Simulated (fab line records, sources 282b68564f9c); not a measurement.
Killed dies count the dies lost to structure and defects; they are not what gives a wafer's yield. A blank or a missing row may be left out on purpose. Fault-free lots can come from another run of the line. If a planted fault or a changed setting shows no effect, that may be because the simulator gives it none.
A single fault, viewed from 2 desks -- flow rit-cmos -- numbers are kept per desk, each desk with only its own; the story behind them comes last

== METROLOGY DESK ==
What the gauges read, lot by lot, whatever tool the lot ran on: means of the sampled wafers that have a number. Any lot whose mean is over 4 standard deviations away from the usual mean is out of limits and marked OUT; that distance is given in the brackets.
Columns: A = PWELL_OVL at RIT_PWELL_OVL_MEAS_06, usual 0.6 nm
lot,first seen here,A
L834,day 1 23:38,-0.1
L835,day 2 03:38,-1.3
L836,day 2 16:15,-2.2
L837,day 2 17:41,1.2
L841,day 3 10:10,0.6
L842,day 3 14:03,241.7 (+99 or more) OUT
L844,day 3 23:59,240.7 (+99 or more) OUT
L845,day 4 10:02,241.1 (+99 or more) OUT
L846,day 4 11:25,-1.3
L848,day 4 21:52,-0.5
L852,day 5 17:03,0.6
L853,day 5 21:47,0.9
L856,day 6 13:30,0.2
This desk's result: L842, L844, L845 out of limits, first on L842 (PWELL_OVL at RIT_PWELL_OVL_MEAS_06), day 3 14:03. Within limits: L834, L835, L836, L837, L841, L846, L848, L852, L853, L856.

== FOR THE TOOL OWNER'S DESK: iline-stepper-01 ==
The tool's own readings at RIT_PWELL_EXPOSE_03 (exposes mask M3, target cd 43700 nm): means of the sampled wafers that have a number, for each lot that ran on this tool. Any lot whose mean is over 4 standard deviations away from the usual mean is out of limits and marked OUT; that distance is given in the brackets.
Columns: A = focus-offset-nm at RIT_PWELL_EXPOSE_03, usual 0.0 nm
lot,first seen here,A
L834,day 1 23:14,0.3
L842,day 3 13:35,0.0
L844,day 3 23:34,0.3
L845,day 4 09:31,0.1
Result from this desk: across the 4 lots, nothing is out of limits.

== BROUGHT TOGETHER ==
On L842, L844, L845, the metrology desk was in a position to raise an alarm at day 3 14:03.
Nothing out of limits was seen by the tool owner's desk.
The tool owner's desk has L842, L844, L845 on record, within its limits.
All the named lots went through RIT_PWELL_EXPOSE_03 on iline-stepper-01.

== WHAT THE SIMULATOR HAD INSERTED ==
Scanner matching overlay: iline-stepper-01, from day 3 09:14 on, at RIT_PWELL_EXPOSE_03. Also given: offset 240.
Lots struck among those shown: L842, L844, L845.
Hours from the fault's start to each desk's first reading out of limits: the metrology desk, 5.
